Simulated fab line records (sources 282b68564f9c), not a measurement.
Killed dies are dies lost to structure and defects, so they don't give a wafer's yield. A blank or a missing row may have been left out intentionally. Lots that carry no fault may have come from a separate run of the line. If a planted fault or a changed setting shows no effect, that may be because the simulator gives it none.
Struck lot and sound lot, side by side ; flow rit-cmos ; 19 out of 202 route steps
Sound: wafers L389.2, L389.3, L389.5. Wafers struck: L395.2, L395.3, L395.5. The cause is given at the end.
For every step that has rows: the tool of each side, followed by ch and its chambers, followed by its first start. Under that, the readings that differ: sound wafers ; struck wafers ; difference of the means ; sigmas: that difference in standard deviations of wafers without a fault.
alike: words and numbers the same on both sides, and readings whose means are apart by under 2 such deviations; not compared: readings that were withheld, readings missing a value for some wafer, numbers with overlapping values and no deviation given by the record, and bounds like >300 which may hide the same value.
The two part at a step that has a row with sigmas, a row that says differs or no value, or rows on one side only. Non-overlapping numbers with no deviation appear without sigmas and do not part them. A reading missing from all wafers of one side parts the sides only when that side holds two or more wafers.

first, 1 step without rows for these wafers: RIT_SILICIDE_WET_ETCH_00 (etches SiO2 in BOE, target depth 14 nm, time 15 s).
RIT_SILICIDE_SPUTTER_01: material Ti, target thk 30 nm, time 240 s.
  struck on pvd-sputter-03, day 6 19:35; sound on pvd-sputter-03, day 5 12:10
  alike: throttle-valve-pct
RIT_SILICIDE_RS_MEAS_02: measures by four-point-probe.
  struck on film-metro-01, day 6 19:46; sound on film-metro-04, day 5 12:20
reading;sound;struck;difference;sigmas
SILICIDE_TI_RS (ohm/sq);48.2 48.4 48.5;46.9 46.2 46.7;-1.8;-3
RIT_SILICIDE_THK_MEAS_03: measures by xrf.
  struck on film-metro-01, day 6 19:52; sound on film-metro-04, day 5 12:27
reading;sound;struck;difference;sigmas
SILICIDE_TI_THK (nm);30.2 30.2 30.1;30.9 31.3 31.0;+0.9;+3
RIT_SILICIDE_RTA_04: time 10 s, ramp up 5 s, ramp down 5 s.
  sound on rtp-anneal-01 ch 0, day 5 12:31; struck on rtp-anneal-01 ch 0, day 6 19:56
  alike: wafer_temp_C_max
then, 1 step without rows for these wafers: RIT_SILICIDE_WET_ETCH_05 (etches Ti in SPM, time 120 s).
RIT_SILICIDE_RTA_06: time 10 s, ramp up 5 s, ramp down 10 s.
  sound on rtp-anneal-02 ch 0, day 5 12:38; struck on rtp-anneal-02 ch 0, day 6 20:02
  alike: wafer_temp_C_max
RIT_CONTACT_CVD_00: deposits SiO2 from TEOS, target thk 400 nm, time 61 s.
  sound on pecvd-01 ch 1,2, day 5 12:41; struck on pecvd-01 ch 1,2, day 6 20:06
  alike: heater-power-w, rf-fwd-power-W
  not compared: since-wet-clean-h
RIT_CONTACT_THK_MEAS_01:
  struck on film-metro-01, day 6 20:10; sound on film-metro-01, day 5 12:44
  alike: CONTACT_TEOS_THK
then, 3 steps without rows for these wafers: RIT_CONTACT_HMDS_02 (prime time 60 s); RIT_CONTACT_COAT_03 (resist thk 1000 nm); RIT_CONTACT_SOFTBAKE_04 (time 60 s).
RIT_CONTACT_EXPOSE_05: exposes mask M11, target cd 1000 nm.
  sound on iline-stepper-01 ch 0, day 5 13:23; struck on iline-stepper-01 ch 0, day 6 20:53
reading;sound;struck;difference;sigmas
model.CONTACT.overlay-x-nm (nm);-0.3978 -0.3978 -0.3978;129.6 129.6 129.6;+130.0;
  alike: mask
then, 2 steps without rows for these wafers: RIT_CONTACT_PEB_06; RIT_CONTACT_DEVELOP_07 (develop time 120 s).
RIT_CONTACT_CD_MEAS_08: target cd 1000 nm.
  struck on cd-sem-01, day 6 21:25; sound on cd-sem-02, day 5 13:54
  alike: cd-nm
RIT_CONTACT_OVL_MEAS_09:
  struck on overlay-01, day 6 21:31; sound on overlay-02, day 5 14:01
reading;sound;struck;difference;sigmas
CONTACT_OVL (nm);0.7 0.0 -0.1;129.8 130.6 129.2;+129.7;+99 or more
then, 1 step without rows for these wafers: RIT_CONTACT_HARDBAKE_10 (time 60 s).
RIT_M1_PROBE_99:
  struck on prober-02, day 7 02:43; sound on prober-02, day 5 19:34
reading;sound;struck;difference;sigmas
model.etest.contact-to-gate.bv-left-v (V);90.35 90.03 89.45;160.3 155.7 154.9;+67.0;
model.etest.contact-to-gate.bv-right-v (V);93.62 92.45 88.99;26.94 27.1 25.56;-65.15;
  alike: killed-at-contacts, killed-at-front-end, killed-dies, killed-open, killed-short

== WHERE THEY PART ==
Earliest at RIT_SILICIDE_RS_MEAS_02; latest, in this record, at RIT_CONTACT_OVL_MEAS_09. Later steps at which nothing parts them and some readings are alike: RIT_M1_PROBE_99.

WHY: whatever the simulator had introduced
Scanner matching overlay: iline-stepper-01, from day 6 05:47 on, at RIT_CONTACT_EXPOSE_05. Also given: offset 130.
